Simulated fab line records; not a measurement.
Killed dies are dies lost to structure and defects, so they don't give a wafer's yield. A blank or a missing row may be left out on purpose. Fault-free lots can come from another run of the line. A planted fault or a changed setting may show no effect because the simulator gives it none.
What tool caused it? ; flow berkeley_cmos170 ; 42 wafers from 14 lots sampled at 4 of the route's 331 steps

## WHAT EACH GAUGE READ, for each wafer
UCB170_V1_CD_MEAS_90 targets a cd of 700 nm. Usual: cd_nm at 700.7 nm, with a standard deviation of 1.5.
lot;measured;on;cd_nm (nm);flag
L124;day 7 10:30;cd_sem-01;702.1 700.8 701.8;
L125;day 7 19:25;cd_sem-02;700.0 698.6 699.0;
L126;day 8 10:41;cd_sem-02;704.6 703.9 704.7;
L129;day 8 15:41;cd_sem-01;700.2 700.3 700.2;
L127;day 8 16:25;cd_sem-01;701.4 700.2 698.9;
L130;day 8 16:54;cd_sem-02;700.9 701.5 699.7;
L133;day 9 11:52;cd_sem-02;699.4 699.3 701.1;
L131;day 9 11:45;cd_sem-01;699.4 698.2 697.8;
L134;day 9 12:04;cd_sem-02;699.6 699.4 701.2;
L142;day 10 23:52;cd_sem-01;701.0 698.8 700.0;
L143;day 11 11:34;cd_sem-02;700.4 700.4 701.5;
L144;day 11 11:52;cd_sem-01;699.5 699.7 699.9;
L145;day 11 18:58;cd_sem-02;699.1 699.1 701.5;
L146;day 12 12:44;cd_sem-02;700.5 701.0 701.2;

## TOOL THAT RAN EACH LOT (tool first, then ch and the chambers of the sampled wafers, then the start)
lot;UCB170_BACKSIDE_STRIP_03;UCB170_M1_METAL_ETCH_12;UCB170_V1_CMP_02
L124;plasma_asher-01 ch 1, day 6 18:44;rie_metal-01 ch 0,1, day 7 04:10;cmp-02 ch 0,1, day 7 07:13
L125;plasma_asher-01 ch 0,1, day 7 01:16;rie_metal-04 ch 0,1, day 7 10:53;cmp-01 ch 0,2,3, day 7 15:56
L126;plasma_asher-01 ch 0,1, day 7 19:18;rie_metal-01 ch 1, day 8 02:45;cmp-02 ch 1,2,3, day 8 05:59
L129;plasma_asher-03 ch 0,1, day 7 21:41;rie_metal-04 ch 0,1, day 8 09:43;cmp-01 ch 2,3, day 8 13:22
L127;plasma_asher-01 ch 0,1, day 7 21:45;rie_metal-01 ch 0,1, day 8 09:28;cmp-02 ch 0,3, day 8 13:19
L130;plasma_asher-03 ch 0,1, day 7 22:02;rie_metal-03 ch 0,1, day 8 08:59;cmp-02 ch 1,2, day 8 13:37
L133;plasma_asher-03 ch 0,1, day 8 15:52;rie_metal-03 ch 0,1, day 9 00:41;cmp-01 ch 0,1,3, day 9 04:47
L131;plasma_asher-03 ch 1, day 8 16:52;rie_metal-04 ch 1, day 9 02:20;cmp-01 ch 0,1, day 9 04:29
L134;plasma_asher-04 ch 0,1, day 8 20:47;rie_metal-03 ch 0, day 9 04:16;cmp-01 ch 0,3, day 9 08:10
L142;plasma_asher-03 ch 0,1, day 10 09:01;rie_metal-01 ch 0,1, day 10 18:42;cmp-01 ch 1,3, day 10 20:48
L143;plasma_asher-01 ch 0,1, day 10 18:54;rie_metal-01 ch 0,1, day 11 02:10;cmp-02 ch 0,1,3, day 11 09:37
L144;plasma_asher-03 ch 0,1, day 10 19:28;rie_metal-04 ch 1, day 11 04:53;cmp-01 ch 1,2,3, day 11 09:37
L145;plasma_asher-04 ch 0,1, day 11 00:19;rie_metal-04 ch 1, day 11 09:17;cmp-01 ch 0,1,3, day 11 16:14
L146;plasma_asher-03 ch 0,1, day 11 20:34;rie_metal-04 ch 0,1, day 12 07:04;cmp-02 ch 0,1,3, day 12 10:41
- UCB170_BACKSIDE_STRIP_03: strips in O2.
- UCB170_M1_METAL_ETCH_12: etches Al in Cl2/BCl3, stops on PSG, target depth 780 nm, time 130 s.
- UCB170_V1_CMP_02: polishes SiO2.

## AS READ BY THE TOOLS THEMSELVES (means over the sampled wafers that have a number; for cases with no such wafer, the mark the record gives instead)
UCB170_BACKSIDE_STRIP_03. Usual: chamber_pressure_mTorr 3500 mTorr, standard deviation 3.5; drypump_motor_current_A 5.7 A, standard deviation 0.4; oes_product_au 0.735 a.u., standard deviation 0.0046; strip_time_to_endpoint_s 22.01 s, standard deviation 0.065.
lot;tool;chamber_pressure_mTorr (mTorr);drypump_motor_current_A (A);oes_product_au (a.u.);strip_time_to_endpoint_s (s);flag
L124;plasma_asher-01;3498;5.0;0.735;22.05;
L125;plasma_asher-01;3501;5.2;0.734;22.01;
L126;plasma_asher-01;3501;5.1;0.737;22.04;
L129;plasma_asher-03;3502;5.9;0.733;22.01;
L127;plasma_asher-01;3502;5.1;0.735;21.92;
L130;plasma_asher-03;3498;5.9;0.731;22.04;
L133;plasma_asher-03;3499;5.9;0.732;21.89;
L131;plasma_asher-03;3498;5.9;0.730;21.92;
L134;plasma_asher-04;3498;6.3;0.735;22.01;
L142;plasma_asher-03;3499;5.9;0.736;22.11;
L143;plasma_asher-01;3499;5.1;0.731;22.02;
L144;plasma_asher-03;3502;5.9;0.739;22.03;
L145;plasma_asher-04;3501;6.2;0.739;22.06;
L146;plasma_asher-03;3501;5.9;0.732;21.99;

UCB170_M1_METAL_ETCH_12. Usual: chamber_pressure_mTorr 11.998 mTorr, standard deviation 0.011; drypump_motor_current_A 5.6 A, standard deviation 0.35; oes_product_au 0.863 a.u., standard deviation 0.014; run_length_s 158.6 s, standard deviation 0.38; throttle_valve_pct 24.26 %, standard deviation 0.23.
lot;tool;chamber_pressure_mTorr (mTorr);drypump_motor_current_A (A);oes_product_au (a.u.);run_length_s (s);throttle_valve_pct (%);flag
L124;rie_metal-01;11.999;5.4;0.852;158.8;24.23;
L125;rie_metal-04;11.987;5.9;0.858;158.2;24.39;
L126;rie_metal-01;11.999;5.0;0.846;158.4;24.01;
L129;rie_metal-04;12.012;5.6;0.863;158.5;24.34;
L127;rie_metal-01;11.997;5.3;0.848;158.7;24.06;
L130;rie_metal-03;12.000;5.8;0.884;158.7;24.36;
L133;rie_metal-03;11.994;5.8;0.874;158.6;24.35;
L131;rie_metal-04;11.999;5.3;0.858;158.4;24.31;
L134;rie_metal-03;11.995;5.9;0.881;158.5;24.58;
L142;rie_metal-01;12.001;5.2;0.875;155.7;24.04;OFF
L143;rie_metal-01;12.003;5.4;0.897;152.8;24.09;OFF
L144;rie_metal-04;11.991;5.3;0.857;158.2;24.31;
L145;rie_metal-04;12.000;5.4;0.871;158.2;24.31;
L146;rie_metal-04;12.002;5.8;0.867;158.1;24.43;

UCB170_V1_CMP_02. Usual: head_pressure_psi 6.000 psi, standard deviation 0.014; motor_current_A 15.6 A, standard deviation 2.
lot;tool;head_pressure_psi (psi);motor_current_A (A);flag
L124;cmp-02;6.006;15.6;
L125;cmp-01;5.998;15.2;
L126;cmp-02;6.000;16.3;
L129;cmp-01;6.005;14.3;
L127;cmp-02;6.009;16.9;
L130;cmp-02;6.018;15.9;
L133;cmp-01;5.998;15.7;
L131;cmp-01;5.983;15.5;
L134;cmp-01;5.996;16.1;
L142;cmp-01;5.984;15.1;
L143;cmp-02;5.984;15.5;
L144;cmp-01;5.996;13.6;
L145;cmp-01;6.009;15.9;
L146;cmp-02;5.993;16.5;

## THE ANSWER, worked out from the rows above alone
Rule: lot off if the mean of its wafers having a number is beyond 3 standard deviations from the usual mean. A lot without any number at a reading at which 4 lots or more have one is off too. All remaining lots with rows at the step are treated as sound. The gauges are gone through in route order, then the tools' own readings, and for those a lot's mean is taken as printed above. At the first step where some lot is off, the reading lying furthest off is the one used; lots without a number count as furthest.
Off: L142, L143 (UCB170_M1_METAL_ETCH_12, run_length_s).
A tool fits if, at that step or a process step before it, it ran every lot that is off, and no sound lot after the first of them. One fits: UCB170_M1_METAL_ETCH_12 on rie_metal-01. A fault onset in the window from L127 (day 8 09:28, its last sound lot) to L142 (day 10 18:42, its first lot off) fits.
The tool's own readings at UCB170_M1_METAL_ETCH_12 bear it out: on the lots that are off they differ by more than 5 times the standard deviation of the sound lots' means. run_length_s reads 154.2 s there against 158.4 s on the sound lots.

## WHAT WAS PUT IN BY THE SIMULATOR
rie_metal-01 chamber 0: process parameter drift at UCB170_M1_METAL_ETCH_12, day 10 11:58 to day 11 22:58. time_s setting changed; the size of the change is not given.
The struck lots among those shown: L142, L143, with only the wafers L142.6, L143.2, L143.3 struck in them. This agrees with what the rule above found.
